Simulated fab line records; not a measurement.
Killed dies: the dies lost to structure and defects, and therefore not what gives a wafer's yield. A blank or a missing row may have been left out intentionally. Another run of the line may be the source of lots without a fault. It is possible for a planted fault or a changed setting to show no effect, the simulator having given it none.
What tool caused it? / flow berkeley_cmos170 / 14 lots with 42 wafers sampled at 6 steps, on a route of 331 steps

== WHAT THE GAUGES READ, wafer by wafer ==
UCB170_PWELL_OVL_MEAS_13. Usual: PWELL_OVL typically reads -2 nm, with standard deviation 5.2.
lot=L104; measured=day 2 22:17; on=overlay-01; PWELL_OVL (nm)=2 0 1; flag=
lot=L103; measured=day 2 22:32; on=overlay-01; PWELL_OVL (nm)=-6 -5 5; flag=
lot=L105; measured=day 3 07:31; on=overlay-01; PWELL_OVL (nm)=-6 -4 -8; flag=
lot=L106; measured=day 3 15:04; on=overlay-02; PWELL_OVL (nm)=-4 0 0; flag=
lot=L108; measured=day 3 22:37; on=overlay-02; PWELL_OVL (nm)=0 0 5; flag=
lot=L110; measured=day 4 12:25; on=overlay-02; PWELL_OVL (nm)=-5 1 2; flag=
lot=L112; measured=day 4 19:58; on=overlay-02; PWELL_OVL (nm)=5 -3 -1; flag=
lot=L114; measured=day 5 10:13; on=overlay-02; PWELL_OVL (nm)=-3 7 0; flag=
lot=L116; measured=day 5 19:50; on=overlay-02; PWELL_OVL (nm)=-2 3 -3; flag=
lot=L117; measured=day 6 05:40; on=overlay-02; PWELL_OVL (nm)=6 -5 -1; flag=
lot=L118; measured=day 6 05:51; on=overlay-01; PWELL_OVL (nm)=-14 -16 -7; flag=
lot=L120; measured=day 6 15:21; on=overlay-02; PWELL_OVL (nm)=-2 0 -5; flag=
lot=L122; measured=day 6 21:50; on=overlay-02; PWELL_OVL (nm)=-4 0 4; flag=
lot=L123; measured=day 7 00:55; on=overlay-02; PWELL_OVL (nm)=0 1 -4; flag=

UCB170_FIELD_THK_MEAS_91. Usual: FIELD_OXIDE_LEFT_2_THK typically reads 355 nm, with standard deviation 11.
lot=L104; measured=day 5 09:10; on=film_metro-03; FIELD_OXIDE_LEFT_2_THK (nm)=349 342 338; flag=
lot=L103; measured=day 5 08:57; on=film_metro-01; FIELD_OXIDE_LEFT_2_THK (nm)=350 348 356; flag=
lot=L105; measured=day 5 18:31; on=film_metro-01; FIELD_OXIDE_LEFT_2_THK (nm)=347 352 359; flag=
lot=L106; measured=day 6 00:19; on=film_metro-04; FIELD_OXIDE_LEFT_2_THK (nm)=345 344 338; flag=
lot=L108; measured=day 6 06:49; on=film_metro-04; FIELD_OXIDE_LEFT_2_THK (nm)=360 358 353; flag=
lot=L110; measured=day 7 07:31; on=film_metro-01; FIELD_OXIDE_LEFT_2_THK (nm)=349 354 347; flag=
lot=L112; measured=day 7 09:45; on=film_metro-01; FIELD_OXIDE_LEFT_2_THK (nm)=343 350 349; flag=
lot=L114; measured=day 8 01:26; on=film_metro-04; FIELD_OXIDE_LEFT_2_THK (nm)=359 367 364; flag=
lot=L116; measured=day 8 15:15; on=film_metro-01; FIELD_OXIDE_LEFT_2_THK (nm)=359 367 363; flag=
lot=L117; measured=day 8 20:47; on=film_metro-04; FIELD_OXIDE_LEFT_2_THK (nm)=340 348 342; flag=
lot=L118; measured=day 8 20:48; on=film_metro-01; FIELD_OXIDE_LEFT_2_THK (nm)=338 339 346; flag=
lot=L120; measured=day 9 06:12; on=film_metro-04; FIELD_OXIDE_LEFT_2_THK (nm)=349 356 356; flag=
lot=L122; measured=day 9 12:13; on=film_metro-01; FIELD_OXIDE_LEFT_2_THK (nm)=372 370 365; flag=
lot=L123; measured=day 9 12:30; on=film_metro-03; FIELD_OXIDE_LEFT_2_THK (nm)=377 366 375; flag=

UCB170_GATE_THK_MEAS_02. Usual: GATE_OXIDE_THK typically reads 6.71 nm, with standard deviation 0.15.
lot=L104; measured=day 5 12:45; on=film_metro-03; GATE_OXIDE_THK (nm)=6.76 6.72 6.68; flag=
lot=L103; measured=day 5 12:46; on=film_metro-02; GATE_OXIDE_THK (nm)=6.41 6.57 6.61; flag=
lot=L105; measured=day 5 22:59; on=film_metro-02; GATE_OXIDE_THK (nm)=6.70 6.67 6.67; flag=
lot=L106; measured=day 6 04:43; on=film_metro-03; GATE_OXIDE_THK (nm)=6.80 6.93 6.81; flag=
lot=L108; measured=day 6 12:05; on=film_metro-03; GATE_OXIDE_THK (nm)=6.62 6.74 6.65; flag=
lot=L110; measured=day 7 10:54; on=film_metro-03; GATE_OXIDE_THK (nm)=6.34 6.39 6.35; flag=
lot=L112; measured=day 7 14:34; on=film_metro-01; GATE_OXIDE_THK (nm)=6.62 6.48 6.56; flag=
lot=L114; measured=day 8 06:02; on=film_metro-02; GATE_OXIDE_THK (nm)=6.62 6.72 6.73; flag=
lot=L116; measured=day 8 18:34; on=film_metro-02; GATE_OXIDE_THK (nm)=6.90 6.84 6.87; flag=
lot=L117; measured=day 8 22:53; on=film_metro-03; GATE_OXIDE_THK (nm)=6.79 6.86 6.83; flag=
lot=L118; measured=day 8 22:55; on=film_metro-01; GATE_OXIDE_THK (nm)=6.79 6.72 6.78; flag=
lot=L120; measured=day 9 09:31; on=film_metro-03; GATE_OXIDE_THK (nm)=6.86 6.80 6.85; flag=
lot=L122; measured=day 9 16:31; on=film_metro-02; GATE_OXIDE_THK (nm)=6.84 6.73 6.85; flag=
lot=L123; measured=day 9 16:31; on=film_metro-03; GATE_OXIDE_THK (nm)=6.77 6.78 6.65; flag=

UCB170_SDANNEAL_RS_MEAS_03: measures by four-point-probe. Usual: NSD_RS typically reads 37.31 ohm/sq, with standard deviation 0.088.
lot=L104; measured=day 6 12:35; on=film_metro-02; NSD_RS (ohm/sq)=37.36 37.32 37.33; flag=
lot=L103; measured=day 6 12:37; on=film_metro-03; NSD_RS (ohm/sq)=37.44 37.30 37.39; flag=
lot=L105; measured=day 6 18:52; on=film_metro-04; NSD_RS (ohm/sq)=37.25 37.30 37.31; flag=
lot=L106; measured=day 7 09:01; on=film_metro-04; NSD_RS (ohm/sq)=37.15 37.19 37.23; flag=
lot=L108; measured=day 7 10:29; on=film_metro-03; NSD_RS (ohm/sq)=37.43 37.32 37.39; flag=
lot=L110; measured=day 8 10:49; on=film_metro-03; NSD_RS (ohm/sq)=37.40 37.27 37.28; flag=
lot=L112; measured=day 8 10:47; on=film_metro-02; NSD_RS (ohm/sq)=37.31 37.29 37.26; flag=
lot=L114; measured=day 9 03:43; on=film_metro-04; NSD_RS (ohm/sq)=37.31 37.21 37.46; flag=
lot=L116; measured=day 9 14:17; on=film_metro-03; NSD_RS (ohm/sq)=34.58 34.60 34.61; flag=OFF
lot=L117; measured=day 9 23:32; on=film_metro-02; NSD_RS (ohm/sq)=34.68 34.68 34.63; flag=OFF
lot=L118; measured=day 9 23:35; on=film_metro-04; NSD_RS (ohm/sq)=37.18 37.24 37.22; flag=
lot=L120; measured=day 10 03:02; on=film_metro-04; NSD_RS (ohm/sq)=37.33 37.29 37.32; flag=
lot=L122; measured=day 10 16:58; on=film_metro-04; NSD_RS (ohm/sq)=37.36 37.34 37.34; flag=
lot=L123; measured=day 10 17:06; on=film_metro-03; NSD_RS (ohm/sq)=37.23 37.22 37.19; flag=

== WHICH TOOL RAN EACH LOT (tool, then ch and the chambers of the sampled wafers, then the start) ==
lot=L104; UCB170_NSD_IMPLANT_08=implanter-01 ch 0, day 6 10:52; UCB170_NSD_STRIP_09=plasma_asher-02 ch 0,1, day 6 11:01
lot=L103; UCB170_NSD_IMPLANT_08=implanter-02 ch 0, day 6 11:02; UCB170_NSD_STRIP_09=plasma_asher-01 ch 0,1, day 6 11:10
lot=L105; UCB170_NSD_IMPLANT_08=implanter-02 ch 0, day 6 16:56; UCB170_NSD_STRIP_09=plasma_asher-02 ch 0,1, day 6 17:04
lot=L106; UCB170_NSD_IMPLANT_08=implanter-03 ch 0, day 7 04:37; UCB170_NSD_STRIP_09=plasma_asher-03 ch 0, day 7 04:46
lot=L108; UCB170_NSD_IMPLANT_08=implanter-03 ch 0, day 7 08:15; UCB170_NSD_STRIP_09=plasma_asher-02 ch 1, day 7 08:22
lot=L110; UCB170_NSD_IMPLANT_08=implanter-02 ch 0, day 8 09:08; UCB170_NSD_STRIP_09=plasma_asher-01 ch 0,1, day 8 09:16
lot=L112; UCB170_NSD_IMPLANT_08=implanter-03 ch 0, day 8 09:08; UCB170_NSD_STRIP_09=plasma_asher-02 ch 0,1, day 8 09:15
lot=L114; UCB170_NSD_IMPLANT_08=implanter-01 ch 0, day 9 02:09; UCB170_NSD_STRIP_09=plasma_asher-03 ch 0,1, day 9 02:16
lot=L116; UCB170_NSD_IMPLANT_08=implanter-02 ch 0, day 9 12:47; UCB170_NSD_STRIP_09=plasma_asher-03 ch 0,1, day 9 12:56
lot=L117; UCB170_NSD_IMPLANT_08=implanter-02 ch 0, day 9 20:19; UCB170_NSD_STRIP_09=plasma_asher-03 ch 0,1, day 9 20:28
lot=L118; UCB170_NSD_IMPLANT_08=implanter-03 ch 0, day 9 20:22; UCB170_NSD_STRIP_09=plasma_asher-01 ch 0,1, day 9 20:29
lot=L120; UCB170_NSD_IMPLANT_08=implanter-01 ch 0, day 10 01:35; UCB170_NSD_STRIP_09=plasma_asher-02 ch 0,1, day 10 01:42
lot=L122; UCB170_NSD_IMPLANT_08=implanter-03 ch 0, day 10 14:39; UCB170_NSD_STRIP_09=plasma_asher-03 ch 0,1, day 10 14:48
lot=L123; UCB170_NSD_IMPLANT_08=implanter-03 ch 0, day 10 15:01; UCB170_NSD_STRIP_09=plasma_asher-03 ch 0,1, day 10 15:10
- UCB170_NSD_IMPLANT_08
- UCB170_NSD_STRIP_09: strips in O2.

== AS READ BY THE TOOLS THEMSELVES (means over the sampled wafers that have a number; for cases with no such wafer, the mark the record gives instead) ==
UCB170_NSD_IMPLANT_08. Usual: dose_ions_cm2 3.0005e+15, standard deviation 2.8e+12; faraday_current_uA 9237, standard deviation 180.
lot=L104 tool=implanter-01 dose_ions_cm2=3.0016e+15 faraday_current_uA=9312 flag=
lot=L103 tool=implanter-02 dose_ions_cm2=3.0012e+15 faraday_current_uA=9140 flag=
lot=L105 tool=implanter-02 dose_ions_cm2=2.9976e+15 faraday_current_uA=9186 flag=
lot=L106 tool=implanter-03 dose_ions_cm2=2.9989e+15 faraday_current_uA=9280 flag=
lot=L108 tool=implanter-03 dose_ions_cm2=3.0005e+15 faraday_current_uA=9361 flag=
lot=L110 tool=implanter-02 dose_ions_cm2=3.0043e+15 faraday_current_uA=9241 flag=
lot=L112 tool=implanter-03 dose_ions_cm2=3.0046e+15 faraday_current_uA=9266 flag=
lot=L114 tool=implanter-01 dose_ions_cm2=3.0018e+15 faraday_current_uA=9374 flag=
lot=L116 tool=implanter-02 dose_ions_cm2=3.5576e+15 faraday_current_uA=10982 flag=OFF
lot=L117 tool=implanter-02 dose_ions_cm2=3.5628e+15 faraday_current_uA=10985 flag=OFF
lot=L118 tool=implanter-03 dose_ions_cm2=3.0005e+15 faraday_current_uA=8893 flag=
lot=L120 tool=implanter-01 dose_ions_cm2=3.0012e+15 faraday_current_uA=8950 flag=
lot=L122 tool=implanter-03 dose_ions_cm2=2.9991e+15 faraday_current_uA=9089 flag=
lot=L123 tool=implanter-03 dose_ions_cm2=3.0007e+15 faraday_current_uA=9422 flag=

UCB170_NSD_STRIP_09. Usual: drypump_motor_current_A 5.7 A, standard deviation 0.45; oes_product_au 0.525 a.u., standard deviation 0.0044; strip_time_to_endpoint_s 35.82 s, standard deviation 0.077.
lot=L104; tool=plasma_asher-02; drypump_motor_current_A (A)=5.7; oes_product_au (a.u.)=0.525; strip_time_to_endpoint_s (s)=35.78; flag=
lot=L103; tool=plasma_asher-01; drypump_motor_current_A (A)=5.7; oes_product_au (a.u.)=0.526; strip_time_to_endpoint_s (s)=35.79; flag=
lot=L105; tool=plasma_asher-02; drypump_motor_current_A (A)=5.7; oes_product_au (a.u.)=0.528; strip_time_to_endpoint_s (s)=35.85; flag=
lot=L106; tool=plasma_asher-03; drypump_motor_current_A (A)=5.4; oes_product_au (a.u.)=0.527; strip_time_to_endpoint_s (s)=35.89; flag=
lot=L108; tool=plasma_asher-02; drypump_motor_current_A (A)=5.9; oes_product_au (a.u.)=0.524; strip_time_to_endpoint_s (s)=35.82; flag=
lot=L110; tool=plasma_asher-01; drypump_motor_current_A (A)=5.8; oes_product_au (a.u.)=0.527; strip_time_to_endpoint_s (s)=35.78; flag=
lot=L112; tool=plasma_asher-02; drypump_motor_current_A (A)=5.5; oes_product_au (a.u.)=0.526; strip_time_to_endpoint_s (s)=35.87; flag=
lot=L114; tool=plasma_asher-03; drypump_motor_current_A (A)=5.9; oes_product_au (a.u.)=0.528; strip_time_to_endpoint_s (s)=35.84; flag=
lot=L116; tool=plasma_asher-03; drypump_motor_current_A (A)=5.7; oes_product_au (a.u.)=0.509; strip_time_to_endpoint_s (s)=37.39; flag=OFF
lot=L117; tool=plasma_asher-03; drypump_motor_current_A (A)=5.7; oes_product_au (a.u.)=0.508; strip_time_to_endpoint_s (s)=37.42; flag=OFF
lot=L118; tool=plasma_asher-01; drypump_motor_current_A (A)=6.1; oes_product_au (a.u.)=0.524; strip_time_to_endpoint_s (s)=35.82; flag=
lot=L120; tool=plasma_asher-02; drypump_motor_current_A (A)=5.5; oes_product_au (a.u.)=0.529; strip_time_to_endpoint_s (s)=35.76; flag=
lot=L122; tool=plasma_asher-03; drypump_motor_current_A (A)=5.9; oes_product_au (a.u.)=0.525; strip_time_to_endpoint_s (s)=35.80; flag=
lot=L123; tool=plasma_asher-03; drypump_motor_current_A (A)=5.7; oes_product_au (a.u.)=0.528; strip_time_to_endpoint_s (s)=35.91; flag=

== THE ANSWER, worked out from the rows above alone ==
Rule: a lot counts as off when the mean over its wafers that have a number is more than 3 standard deviations away from the usual mean. A lot without any number at a reading at which 4 lots or more have one is off too. The other lots that the step has rows for count as sound. After the gauges, taken in route order, come the tools' own readings; for these a lot's mean is taken, as printed above. The first step at which some lot is off is used, and at that step the reading that is off furthest; a lot without a number counts as furthest.
Off: at UCB170_SDANNEAL_RS_MEAS_03 (NSD_RS), L116, L117.
A tool fits if, at a process step before that reading, it ran every lot that is off, and no sound lot after the first of them. Not tried: the gauges at UCB170_SDANNEAL_RS_MEAS_03; whatever is off there is also off at UCB170_NSD_IMPLANT_08, on other tools, and gauge error can't account for it. One fits: implanter-02 at UCB170_NSD_IMPLANT_08. Its last sound lot is L110 (day 8 09:08), its first lot that is off L116 (day 9 12:47): a fault that began between those two fits.
The tool's own readings at UCB170_NSD_IMPLANT_08 bear it out: on the lots that are off they differ by more than 5 times the standard deviation of the sound lots' means. dose_ions_cm2 reads 3.5602e+15 there against 3.0010e+15 on the sound lots; faraday_current_uA reads 10984 there against 9210 on the sound lots.

== WHAT HAD BEEN PUT IN BY THE SIMULATOR ==
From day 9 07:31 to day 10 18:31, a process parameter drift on implanter-02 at UCB170_NSD_IMPLANT_08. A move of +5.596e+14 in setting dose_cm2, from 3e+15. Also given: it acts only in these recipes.
Lots struck among those shown: L116, L117. The rule given above showed the same thing.
